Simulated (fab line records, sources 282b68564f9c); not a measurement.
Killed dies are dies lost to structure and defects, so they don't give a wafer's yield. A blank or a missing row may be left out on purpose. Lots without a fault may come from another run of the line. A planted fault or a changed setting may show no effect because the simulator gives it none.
Which tool did it? | flow rit_cmos | 15 lots, 45 wafers sampled, at 2 steps of a route of 202

WHAT THE GAUGES READ, wafer by wafer
RIT_PWELL_TW_MEAS_10. Usual: PWELL_TW 966, standard deviation 6.2.
lot  | measured    | on            | PWELL_TW    | flag
L796 | day 1 22:43 | film_metro-03 | 960 956 953 |
L797 | day 2 05:11 | film_metro-03 | 961 960 957 |
L799 | day 2 16:05 | film_metro-04 | 975 975 976 |
L800 | day 2 21:11 | film_metro-04 | 976 972 974 |
L801 | day 3 02:26 | film_metro-03 | 958 963 954 |
L803 | day 3 11:29 | film_metro-02 | 962 964 968 |
L806 | day 4 06:19 | film_metro-03 | 962 963 967 |
L807 | day 4 07:13 | film_metro-03 | 30 30 30    | OFF
L808 | day 4 10:43 | film_metro-03 | 30 30 30    | OFF
L809 | day 4 15:50 | film_metro-02 | 30 30 30    | OFF
L811 | day 5 01:37 | film_metro-03 | 958 958 956 |
L816 | day 6 02:31 | film_metro-02 | 972 964 971 |
L817 | day 6 07:52 | film_metro-03 | 957 960 958 |
L818 | day 6 13:38 | film_metro-03 | 958 958 959 |
L819 | day 6 19:38 | film_metro-02 | 968 966 970 |

WHICH TOOL RAN EACH LOT (tool, then ch and the chambers of the sampled wafers, then the start)
lot  | RIT_NWELL_STRIP_09
L796 | plasma_asher-03 ch 0,1, day 1 20:45
L797 | plasma_asher-01 ch 0,1, day 2 03:08
L799 | plasma_asher-04 ch 0,1, day 2 14:21
L800 | plasma_asher-01 ch 0,1, day 2 19:24
L801 | plasma_asher-03 ch 0,1, day 3 00:41
L803 | plasma_asher-04 ch 0,1, day 3 09:38
L806 | plasma_asher-03 ch 0,1, day 4 04:26
L807 | plasma_asher-04 ch 0,1, day 4 05:29
L808 | plasma_asher-03 ch 0,1, day 4 08:47
L809 | plasma_asher-03 ch 0,1, day 4 14:08
L811 | plasma_asher-01 ch 0,1, day 4 23:47
L816 | plasma_asher-04 ch 0,1, day 6 00:42
L817 | plasma_asher-03 ch 0,1, day 6 05:56
L818 | plasma_asher-03 ch 0,1, day 6 11:55
L819 | plasma_asher-04 ch 0,1, day 6 17:57
- RIT_NWELL_STRIP_09: strips in O2, time 180 s.

WHAT THE TOOLS THEMSELVES READ (means of the sampled wafers that have a number; where no wafer has one, the mark that the record gives instead)
RIT_NWELL_STRIP_09. Usual: chamber_pressure_mTorr 3999 mTorr, standard deviation 4.1; drypump_motor_current_A 5.88 A, standard deviation 0.22.
lot  | tool            | chamber_pressure_mTorr (mTorr) | drypump_motor_current_A (A) | flag
L796 | plasma_asher-03 | 3995                           | 6.02                        |
L797 | plasma_asher-01 | 3999                           | 5.64                        |
L799 | plasma_asher-04 | 4000                           | 5.77                        |
L800 | plasma_asher-01 | 3999                           | 5.65                        |
L801 | plasma_asher-03 | 4001                           | 6.01                        |
L803 | plasma_asher-04 | 3996                           | 5.75                        |
L806 | plasma_asher-03 | 4000                           | 6.08                        |
L807 | plasma_asher-04 | -                              | -                           | OFF
L808 | plasma_asher-03 | -                              | -                           | OFF
L809 | plasma_asher-03 | -                              | -                           | OFF
L811 | plasma_asher-01 | 3998                           | 5.64                        |
L816 | plasma_asher-04 | 3998                           | 5.76                        |
L817 | plasma_asher-03 | 4001                           | 6.04                        |
L818 | plasma_asher-03 | 4000                           | 6.05                        |
L819 | plasma_asher-04 | 4004                           | 5.77                        |

THE ANSWER, worked out from the rows above alone
Rule: a lot is off if the mean of its wafers that have a number lies more than 3 standard deviations from the usual mean. A lot without any number at a reading at which 4 lots or more have one is off too. The other lots that the step has rows for count as sound. The gauges are gone through in route order, then the tools' own readings, and for those a lot's mean is taken as printed above. The first step at which some lot is off is used, and at that step the reading that is off furthest; a lot without a number counts as furthest.
Off: L807, L808, L809, at RIT_PWELL_TW_MEAS_10 (PWELL_TW).
A tool fits if, at a process step before that reading, it ran every lot that is off, and no sound lot after the first of them. The gauges at RIT_PWELL_TW_MEAS_10 aren't tried: what is off there is off at RIT_NWELL_STRIP_09 too, on other tools, and a gauge's error can't cause that. None of those tried fits.

WHAT THE SIMULATOR HAD PUT IN
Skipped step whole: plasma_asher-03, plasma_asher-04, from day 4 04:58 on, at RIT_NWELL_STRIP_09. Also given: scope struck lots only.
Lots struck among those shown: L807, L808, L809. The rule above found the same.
